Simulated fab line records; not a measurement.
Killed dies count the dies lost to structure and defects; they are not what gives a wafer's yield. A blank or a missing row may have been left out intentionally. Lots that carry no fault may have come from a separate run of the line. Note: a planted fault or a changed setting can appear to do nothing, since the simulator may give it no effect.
One fault seen from 2 desks -- flow berkeley_cmos170 -- each desk holds nothing but its own numbers, with what lay behind them at the end

## FROM THE METROLOGY DESK
What the gauges read for every lot (on any tool): the sampled wafers with a number, averaged. The brackets show how far a lot's mean lies from the usual mean; more than 4 standard deviations puts the lot out of limits, marked OUT.
Columns: A = PVT_OVL at UCB170_PVT_OVL_MEAS_06, usual 0 nm; B = SPACER_TEOS_THK at UCB170_SPACER_THK_MEAS_01, usual 385 nm
lot,first seen here,A,B
L870,day 5 20:31,-8,385
L871,day 6 10:35,3,385
L872,day 6 11:39,2,389
L873,day 6 11:56,5,386
L875,day 6 19:37,4,381
L880,day 7 11:22,-7,388
L877,day 7 11:35,-0,382
L878,day 7 11:54,3,383
L879,day 7 12:35,-3,385
L881,day 7 19:15,-2,391
L882,day 8 06:39,9,386
L888,day 9 14:05,5,413 (+5.0) OUT
L893,day 10 13:52,1,385
This desk finds L888 out of limits, with the earliest case on L888 at day 10 07:14 (SPACER_TEOS_THK at UCB170_SPACER_THK_MEAS_01). L870, L871, L872, L873, L875, L880, L877, L878, L879, L881, L882, L893 stayed within limits.

## TOOL OWNER'S DESK, pecvd-03
The tool's own readings at UCB170_SPACER_CVD_00 (deposits SiO2 from TEOS/O2, target thk 376 nm, time 48.07 s): means of the sampled wafers that have a number, for each lot that ran on this tool. The brackets show how far a lot's mean lies from the usual mean; more than 4 standard deviations puts the lot out of limits, marked OUT.
Columns: A = heater_power_w at UCB170_SPACER_CVD_00, usual 276 W
lot,first seen here,A
L871,day 7 03:54,262
L872,day 7 04:22,328
L875,day 7 14:13,276
L879,day 8 03:04,231
L878,day 8 03:47,288
L881,day 8 13:54,293
L882,day 9 00:11,301
L888,day 10 07:12,288
This desk's verdict: no lot among the 8 shows anything out of limits.

## ALL TOGETHER
At day 10 07:14 the metrology desk could have sounded an alarm, on L888.
The tool owner's desk saw nothing out of limits.
On record at the tool owner's desk: L888, within its limits.
Every lot named ran UCB170_SPACER_CVD_00 on pecvd-03.

## WHAT THE SIMULATOR HAD PUT IN
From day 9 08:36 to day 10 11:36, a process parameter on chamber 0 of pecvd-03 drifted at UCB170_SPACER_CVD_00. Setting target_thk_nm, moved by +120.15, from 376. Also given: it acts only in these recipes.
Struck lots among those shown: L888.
Delay in hours, fault start to first out-of-limits reading, per desk: metrology desk 23.
